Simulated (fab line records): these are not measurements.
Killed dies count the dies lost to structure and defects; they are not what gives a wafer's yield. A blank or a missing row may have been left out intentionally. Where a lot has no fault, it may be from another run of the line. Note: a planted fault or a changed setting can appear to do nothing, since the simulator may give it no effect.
Which tool did it? :: flow rit_cmos :: 7 lots, 21 wafers sampled, at 2 steps of a route of 202

== WHAT EACH GAUGE READ, for each wafer ==
RIT_SDANNEAL_RS_MEAS_06: measurement is done with a four-point probe.
lot: L893
measured: day 3 14:29
on: film_metro-04
PLDD_RS (ohm/sq): 178.7 178.6 178.7

lot: L895
measured: day 4 03:49
on: film_metro-02
PLDD_RS (ohm/sq): 178.0 178.1 178.0

lot: L897
measured: day 4 14:13
on: film_metro-02
PLDD_RS (ohm/sq): 179.0 179.3 178.7

lot: L899
measured: day 4 23:40
on: film_metro-01
PLDD_RS (ohm/sq): 179.0 178.4 179.0

lot: L902
measured: day 5 11:57
on: film_metro-01
PLDD_RS (ohm/sq): 182.6 182.7 182.6

lot: L905
measured: day 6 04:45
on: film_metro-02
PLDD_RS (ohm/sq): 181.0 181.6 181.1

lot: L910
measured: day 7 05:05
on: film_metro-02
PLDD_RS (ohm/sq): 179.6 179.4 179.0

== WHICH TOOL RAN EACH LOT (tool, then ch and the chambers of the sampled wafers, then the start) ==
lot: L893
RIT_PLDD_IMPLANT_08: implanter-02 ch 0, day 3 07:59

lot: L895
RIT_PLDD_IMPLANT_08: implanter-04 ch 0, day 3 21:02

lot: L897
RIT_PLDD_IMPLANT_08: implanter-03 ch 0, day 4 07:41

lot: L899
RIT_PLDD_IMPLANT_08: implanter-03 ch 0, day 4 16:03

lot: L902
RIT_PLDD_IMPLANT_08: implanter-03 ch 0, day 5 05:25

lot: L905
RIT_PLDD_IMPLANT_08: implanter-03 ch 0, day 5 22:01

lot: L910
RIT_PLDD_IMPLANT_08: implanter-04 ch 0, day 6 22:20
- RIT_PLDD_IMPLANT_08

== THE ANSWER, worked out from the rows above alone ==
Rule: the lots themselves supply what counts as usual. Put in order of their means at a reading, lots are off if they are a third of the lots or fewer, leave a main group of 4 or more, and stand apart from it by a gap of 3 or more times the standard deviation of the main group's means; of several such gaps the widest counts. A main group whose means are all the same, to the digits that the tables above print for the reading, isn't used. Also off: a lot with no number at a reading for which 4 or more lots have one. Any other lot the step has rows for is counted as sound.
Off: L902, L905, seen at RIT_SDANNEAL_RS_MEAS_06 (PLDD_RS). For the main group the mean is 178.8 ohm/sq and the standard deviation 0.43.
If a tool, at a process step before that reading, ran all the lots that are off and no sound lot after the first of them, it fits. Those tools and the gauges at RIT_SDANNEAL_RS_MEAS_06 are tried in the same way. One candidate fits, namely implanter-03 at RIT_PLDD_IMPLANT_08. Its last sound lot is L899 (day 4 16:03), its first lot that is off L902 (day 5 05:25): a fault that began between those two fits.

== WHAT WAS PUT IN BY THE SIMULATOR ==
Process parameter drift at RIT_PLDD_IMPLANT_08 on implanter-03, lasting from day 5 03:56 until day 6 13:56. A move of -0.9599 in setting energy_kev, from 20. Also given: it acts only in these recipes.
Lots struck among those shown: L902, L905. The rule given above showed the same thing.
